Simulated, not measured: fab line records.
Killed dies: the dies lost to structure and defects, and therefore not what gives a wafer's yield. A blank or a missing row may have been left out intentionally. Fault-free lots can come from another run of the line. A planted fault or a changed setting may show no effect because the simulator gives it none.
What tool caused it? ; flow berkeley_cmos170 ; 42 wafers from 14 lots sampled at 6 of the route's 331 steps

## WHAT THE GAUGES SHOWED, per wafer
UCB170_CONTACT_THK_MEAS_02.
lot;measured;on;CONTACT_PSG_THK (nm)
L549;day 7 09:56;film_metro-04;701 696 698
L550;day 7 11:43;film_metro-02;705 712 710
L552;day 8 08:40;film_metro-04;698 705 703
L551;day 8 08:53;film_metro-02;700 699 704
L553;day 8 14:23;film_metro-01;692 701 704
L556;day 9 11:10;film_metro-02;700 699 701
L557;day 9 11:11;film_metro-04;702 701 706
L558;day 9 11:23;film_metro-01;876 876 880
L555;day 9 12:57;film_metro-01;704 711 706
L560;day 9 16:32;film_metro-01;701 703 704
L563;day 10 18:59;film_metro-01;876 877 881
L562;day 10 19:32;film_metro-02;703 704 707
L569;day 11 21:06;film_metro-02;720 720 717
L572;day 12 07:53;film_metro-02;692 699 693

UCB170_M1_CD_MEAS_09: the cd target is 700 nm.
lot;measured;on;cd_nm (nm)
L549;day 7 13:59;cd_sem-01;700.7 698.3 699.8
L550;day 7 15:50;cd_sem-02;702.2 701.2 700.8
L552;day 8 12:27;cd_sem-01;702.3 702.0 701.4
L551;day 8 12:41;cd_sem-02;702.2 701.4 701.1
L553;day 8 19:54;cd_sem-01;698.3 697.2 699.4
L556;day 9 15:48;cd_sem-01;701.3 700.3 701.4
L557;day 9 16:32;cd_sem-02;701.3 699.6 700.4
L558;day 9 16:34;cd_sem-01;700.3
L555;day 9 17:07;cd_sem-01;701.7 702.5 702.1
L560;day 10 00:21;cd_sem-02;697.7 698.9 699.4
L563;day 10 23:00;cd_sem-02;699.1
L562;day 10 23:27;cd_sem-02;699.0 700.3 698.8
L569;day 12 01:02;cd_sem-02;697.3 699.6 698.7
L572;day 12 12:01;cd_sem-02;703.7 703.3 704.2

## TOOL THAT RAN EACH LOT (tool first, then ch and the chambers of the sampled wafers, then the start)
lot;UCB170_SILICIDE_RTA_04;UCB170_CONTACT_CVD_01;UCB170_CONTACT_ETCH_17;UCB170_CONTACT_ETCH_18
L549;rtp_anneal-01 ch 0, day 7 07:53;lpcvd-02 ch 0, day 7 08:09;rie_diel-04 ch 0,2,3, day 7 11:55;rie_diel-04 ch 0,2,3, day 7 13:59 or earlier
L550;rtp_anneal-02 ch 0, day 7 08:17;lpcvd-02 ch 1, day 7 09:56;rie_diel-02 ch 0,2,3, day 7 13:52;rie_diel-02 ch 0,2,3, day 7 15:50 or earlier
L552;rtp_anneal-01 ch 0, day 8 06:37;lpcvd-02 ch 1, day 8 06:52;rie_diel-04 ch 0,1,3, day 8 10:38;rie_diel-04 ch 0,1,3, day 8 12:27 or earlier
L551;rtp_anneal-02 ch 0, day 8 06:48;lpcvd-01 ch 1, day 8 07:05;rie_diel-01 ch 0,2,3, day 8 10:52;rie_diel-01 ch 0,2,3, day 8 12:41 or earlier
L553;rtp_anneal-01 ch 0, day 8 12:19;lpcvd-02 ch 0, day 8 12:35;rie_diel-02 ch 1,2, day 8 17:55;rie_diel-02 ch 1,2, day 8 19:54 or earlier
L556;rtp_anneal-01 ch 0, day 9 09:05;lpcvd-01 ch 0, day 9 09:23;rie_diel-01 ch 1,2, day 9 13:49;rie_diel-01 ch 1,2, day 9 15:48 or earlier
L557;rtp_anneal-02 ch 0, day 9 09:08;lpcvd-01 ch 0, day 9 09:23;rie_diel-02 ch 0,1,2, day 9 14:00;rie_diel-02 ch 0,1,2, day 9 16:32 or earlier
L558;rtp_anneal-02 ch 0, day 9 09:19;lpcvd-02 ch 1, day 9 09:36;rie_diel-04 ch 0,1,3, day 9 14:05;rie_diel-04 ch 0,1,3, day 9 16:34 or earlier
L555;rtp_anneal-01 ch 0, day 9 09:35;lpcvd-01 ch 0, day 9 11:10;rie_diel-01 ch 2,3, day 9 15:18;rie_diel-01 ch 2,3, day 9 17:07 or earlier
L560;rtp_anneal-01 ch 0, day 9 12:56;lpcvd-01 ch 0, day 9 14:44;rie_diel-02 ch 1,2, day 9 18:23;rie_diel-02 ch 1,2, day 10 00:21 or earlier
L563;rtp_anneal-01 ch 0, day 10 16:55;lpcvd-02 ch 1, day 10 17:11;rie_diel-02 ch 0,1,2, day 10 21:09;rie_diel-02 ch 0,1,2, day 10 23:00 or earlier
L562;rtp_anneal-02 ch 0, day 10 17:28;lpcvd-01 ch 1, day 10 17:44;rie_diel-04 ch 0,1, day 10 21:38;rie_diel-04 ch 0,1, day 10 23:27 or earlier
L569;rtp_anneal-02 ch 0, day 11 18:10;lpcvd-01 ch 0, day 11 18:26;rie_diel-02 ch 1,2, day 11 23:16;rie_diel-02 ch 1,2, day 12 01:02 or earlier
L572;rtp_anneal-02 ch 0, day 12 02:22;lpcvd-01 ch 0, day 12 05:11;rie_diel-04 ch 1,2, day 12 09:56;rie_diel-04 ch 1,2, day 12 12:01 or earlier
- UCB170_SILICIDE_RTA_04: time 15 s.
- UCB170_CONTACT_CVD_01: deposits PSG from SiH4/O2/PH3, target thk 700 nm, time 2820 s.
- UCB170_CONTACT_ETCH_17: etches BARC in N2/H2.
- UCB170_CONTACT_ETCH_18: etches PSG in CHF3/CF4/Ar, stops on TiSi2, target depth 840 nm, time 195 s.

## AS READ BY THE TOOLS THEMSELVES (means over the sampled wafers that have a number; for cases with no such wafer, the mark the record gives instead)
UCB170_SILICIDE_RTA_04.
lot;tool;lamp_power_pct (%);wafer_temp_C_max
L549;rtp_anneal-01;10.5;652.5
L550;rtp_anneal-02;11.7;652.7
L552;rtp_anneal-01;10.5;653.2
L551;rtp_anneal-02;11.7;653.1
L553;rtp_anneal-01;10.5;653.3
L556;rtp_anneal-01;10.5;652.9
L557;rtp_anneal-02;11.7;653.2
L558;rtp_anneal-02;11.7;652.4
L555;rtp_anneal-01;10.5;652.5
L560;rtp_anneal-01;10.5;652.5
L563;rtp_anneal-01;10.5;652.8
L562;rtp_anneal-02;11.7;652.8
L569;rtp_anneal-02;11.7;653.2
L572;rtp_anneal-02;11.7;652.8

UCB170_CONTACT_CVD_01.
lot;tool;pressure_mtorr (mTorr)
L549;lpcvd-02;299.9
L550;lpcvd-02;299.4
L552;lpcvd-02;299.9
L551;lpcvd-01;299.8
L553;lpcvd-02;300.1
L556;lpcvd-01;300.8
L557;lpcvd-01;300.6
L558;lpcvd-02;300.3
L555;lpcvd-01;299.5
L560;lpcvd-01;300.0
L563;lpcvd-02;299.8
L562;lpcvd-01;299.3
L569;lpcvd-01;299.6
L572;lpcvd-01;300.1

UCB170_CONTACT_ETCH_17.
lot;tool;chamber_pressure_mTorr (mTorr);drypump_motor_current_A (A);n2_flow_sccm (sccm);oes_product_au (a.u.);throttle_valve_pct (%)
L549;rie_diel-04;29.993;5.9;100.06;1.026;13.39
L550;rie_diel-02;29.963;6.3;99.71;0.985;13.05
L552;rie_diel-04;29.993;5.5;99.93;0.999;13.41
L551;rie_diel-01;30.010;6.0;100.05;0.994;13.28
L553;rie_diel-02;30.007;6.1;100.03;0.988;13.17
L556;rie_diel-01;30.007;6.3;100.05;0.976;13.22
L557;rie_diel-02;30.029;6.2;100.26;0.984;13.12
L558;rie_diel-04;29.999;5.5;100.28;0.999;13.42
L555;rie_diel-01;30.006;6.3;99.69;0.983;13.29
L560;rie_diel-02;29.993;5.9;99.96;0.996;13.29
L563;rie_diel-02;30.000;6.2;100.12;0.989;13.12
L562;rie_diel-04;29.996;5.5;99.81;0.991;13.39
L569;rie_diel-02;29.993;5.9;99.73;1.005;13.29
L572;rie_diel-04;30.000;5.2;99.90;0.991;13.57

UCB170_CONTACT_ETCH_18.
lot;tool;chamber_pressure_mTorr (mTorr);drypump_motor_current_A (A);oes_product_au (a.u.);throttle_valve_pct (%)
L549;rie_diel-04;200.03;5.9;0.889;6.97
L550;rie_diel-02;200.11;6.4;0.883;6.78
L552;rie_diel-04;199.96;5.5;0.887;6.99
L551;rie_diel-01;200.03;6.0;0.883;6.92
L553;rie_diel-02;200.05;6.1;0.885;6.90
L556;rie_diel-01;200.08;6.3;0.885;6.90
L557;rie_diel-02;199.87;6.2;0.893;6.86
L558;rie_diel-04;199.95;5.5;0.997;7.00
L555;rie_diel-01;200.20;6.3;0.887;6.93
L560;rie_diel-02;200.10;5.9;0.894;6.97
L563;rie_diel-02;199.94;6.2;0.988;6.87
L562;rie_diel-04;199.99;5.5;0.881;7.03
L569;rie_diel-02;199.92;5.9;0.905;6.96
L572;rie_diel-04;200.07;5.2;0.880;7.13

## THE ANSWER, worked out from the rows above alone
Rule: the lots themselves supply what counts as usual. The widest of any qualifying gaps counts: lots, ordered by their means at a reading, are off when they make up no more than a third of the lots, leave a main group of 4 or more, and stand apart from it by 3 or more times the standard deviation of that group's means. A main group is skipped when, at the precision printed for the reading in the tables above, its means are all equal. A lot without any number at a reading at which 4 lots or more have one is off too. All remaining lots with rows at the step are treated as sound. The gauges are gone through in route order, then the tools' own readings, and for those a lot's mean is taken as printed above. The first step at which some lot is off is used, and at that step the reading that is off furthest; a lot without a number counts as furthest.
Off: at UCB170_CONTACT_THK_MEAS_02 (CONTACT_PSG_THK), L558, L563. For the main group the mean is 703 nm and the standard deviation 6.
A tool fits if, at a process step before that reading, it ran every lot that is off, and no sound lot after the first of them. The gauges at UCB170_CONTACT_THK_MEAS_02 aren't tried: what is off there is off at UCB170_CONTACT_ETCH_18 too, on other tools, and a gauge's error can't cause that. One fits: UCB170_CONTACT_CVD_01 on lpcvd-02. A fault onset in the window from L553 (day 8 12:35, its last sound lot) to L558 (day 9 09:36, its first lot off) fits.

## WHAT HAD BEEN PUT IN BY THE SIMULATOR
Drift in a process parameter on lpcvd-02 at UCB170_CONTACT_CVD_01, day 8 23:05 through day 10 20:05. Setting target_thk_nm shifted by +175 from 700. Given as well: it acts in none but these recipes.
Struck lots among those shown: L558, L563. The same result came from the rule above.
